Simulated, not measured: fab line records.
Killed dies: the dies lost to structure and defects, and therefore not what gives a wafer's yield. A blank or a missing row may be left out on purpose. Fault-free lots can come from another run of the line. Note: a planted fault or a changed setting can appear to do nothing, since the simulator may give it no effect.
Which tool was responsible? + flow rit cmos + Sampling: 15 lots, 45 wafers, 2 of 202 route steps

## WHAT EACH GAUGE READ, for each wafer
Not one reading of a measure or inspect step in the record can be checked against a usual standard deviation.

## WHAT TOOL EACH LOT RAN ON (gives the tool, then ch and the chambers of the sampled wafers, and finally the start)
| lot  | RIT_REOX_CLEAN_00              | RIT_M1_PROBE_99        |
|------|--------------------------------|------------------------|
| L281 | wet bench-01 ch 3, day 2 18:40 | prober-02, day 3 16:19 |
| L282 | wet bench-03 ch 0, day 3 02:27 | prober-01, day 3 22:31 |
| L284 | wet bench-03 ch 2, day 3 10:59 | prober-01, day 4 07:19 |
| L286 | wet bench-04 ch 3, day 3 21:42 | prober-01, day 4 18:14 |
| L287 | wet bench-04 ch 1, day 4 05:56 | prober-02, day 5 01:17 |
| L288 | wet bench-03 ch 3, day 4 08:44 | prober-01, day 5 05:34 |
| L289 | wet bench-04 ch 2, day 4 13:36 | prober-02, day 5 10:58 |
| L295 | wet bench-04 ch 3, day 5 18:07 | prober-01, day 6 15:44 |
| L296 | wet bench-01 ch 2, day 5 23:18 | prober-01, day 6 18:44 |
| L297 | wet bench-03 ch 2, day 6 08:38 | prober-02, day 7 03:58 |
| L299 | wet bench-03 ch 2, day 6 13:56 | prober-02, day 7 10:07 |
| L300 | wet bench-04 ch 0, day 6 20:55 | prober-01, day 7 17:59 |
| L301 | wet bench-03 ch 3, day 7 02:58 | prober-02, day 8 00:15 |
| L302 | wet bench-04 ch 0, day 7 06:21 | prober-01, day 8 02:01 |
| L303 | wet bench-01 ch 2, day 7 10:17 | prober-02, day 8 07:13 |
- RIT_REOX_CLEAN_00: cleans in SC1, time 600 s.
- RIT_M1_PROBE_99

## WHAT THE TOOLS THEMSELVES READ (means of the sampled wafers that have a number; where no wafer has one, the mark that the record gives instead)
RIT_REOX_CLEAN_00. Usual: bath guard temp C 75.2 C, standard deviation 0.61; bath heat duty pct 15.0 %, standard deviation 1.9.
| lot  | tool         | bath guard temp C (C) | bath heat duty pct (%) | flag |
|------|--------------|-----------------------|------------------------|------|
| L281 | wet bench-01 | 74.9                  | 16.7                   |      |
| L282 | wet bench-03 | 75.9                  | 19.7                   |      |
| L284 | wet bench-03 | 74.7                  | 14.7                   |      |
| L286 | wet bench-04 | -                     | -                      | OFF  |
| L287 | wet bench-04 | -                     | -                      | OFF  |
| L288 | wet bench-03 | -                     | -                      | OFF  |
| L289 | wet bench-04 | 74.5                  | 13.2                   |      |
| L295 | wet bench-04 | 75.6                  | 12.6                   |      |
| L296 | wet bench-01 | 76.1                  | 14.2                   |      |
| L297 | wet bench-03 | 74.7                  | 14.6                   |      |
| L299 | wet bench-03 | 74.7                  | 14.2                   |      |
| L300 | wet bench-04 | 75.5                  | 13.0                   |      |
| L301 | wet bench-03 | 74.7                  | 15.2                   |      |
| L302 | wet bench-04 | 75.8                  | 13.2                   |      |
| L303 | wet bench-01 | 76.0                  | 15.0                   |      |

RIT_M1_PROBE_99. Usual: killed_at_M0_to_M3 0.0, standard deviation 0.14; killed at contacts 0.1, standard deviation 0.34; killed at front end 6.6, standard deviation 2.7; killed dies 6.7, standard deviation 2.7; killed open 3.5, standard deviation 1.9; killed short 3.1, standard deviation 1.8.
| lot  | tool      | killed_at_M0_to_M3 | killed at contacts | killed at front end | killed dies | killed open | killed short | flag |
|------|-----------|--------------------|--------------------|---------------------|-------------|-------------|--------------|------|
| L281 | prober-02 | 0.0                | 0.0                | 7.3                 | 7.3         | 4.0         | 3.3          |      |
| L282 | prober-01 | 0.0                | 0.0                | 7.7                 | 7.7         | 4.0         | 3.7          |      |
| L284 | prober-01 | 0.0                | 0.0                | 9.0                 | 9.0         | 3.7         | 5.3          |      |
| L286 | prober-01 | 0.0                | 0.0                | 3.0                 | 3.0         | 0.7         | 2.3          |      |
| L287 | prober-02 | 0.0                | 0.0                | 6.7                 | 6.7         | 4.0         | 2.7          |      |
| L288 | prober-01 | 0.0                | 0.0                | 6.7                 | 6.7         | 4.0         | 2.7          |      |
| L289 | prober-02 | 0.3                | 0.0                | 9.3                 | 9.7         | 4.3         | 5.3          |      |
| L295 | prober-01 | 0.0                | 0.0                | 8.0                 | 8.0         | 3.3         | 4.7          |      |
| L296 | prober-01 | 0.0                | 0.0                | 6.3                 | 6.3         | 3.0         | 3.3          |      |
| L297 | prober-02 | 0.0                | 0.7                | 8.0                 | 8.7         | 3.3         | 5.3          |      |
| L299 | prober-02 | 0.0                | 1.0                | 7.3                 | 8.3         | 5.7         | 2.7          |      |
| L300 | prober-01 | 0.0                | 0.3                | 4.7                 | 5.0         | 3.3         | 1.7          |      |
| L301 | prober-02 | 0.0                | 0.0                | 7.0                 | 7.0         | 2.3         | 4.7          |      |
| L302 | prober-01 | 0.0                | 0.3                | 5.0                 | 5.3         | 1.3         | 4.0          |      |
| L303 | prober-02 | 0.0                | 0.0                | 4.7                 | 4.7         | 2.7         | 2.0          |      |

## THE ANSWER, worked out from the rows above alone
Rule: a lot is off if the mean of its wafers that have a number lies more than 3 standard deviations from the usual mean. Also off: a lot with no number at a reading for which 4 or more lots have one. Where the step has rows for the other lots, those lots are counted as sound. Order of review: gauges by route order, followed by the tools' own readings, for which a lot's mean as printed above is used. The first step at which some lot is off is used, and at that step the reading that is off furthest; a lot without a number counts as furthest.
Off: L286, L287, L288 (RIT_REOX_CLEAN_00, bath guard temp C). Without a number there: L286, L287, L288.
If a tool, at that step or one of the process steps before it, ran each lot that is off and ran no sound lot following the first of them, it fits. Not one of the candidates tried fits.

## WHAT THE SIMULATOR HAD INSERTED
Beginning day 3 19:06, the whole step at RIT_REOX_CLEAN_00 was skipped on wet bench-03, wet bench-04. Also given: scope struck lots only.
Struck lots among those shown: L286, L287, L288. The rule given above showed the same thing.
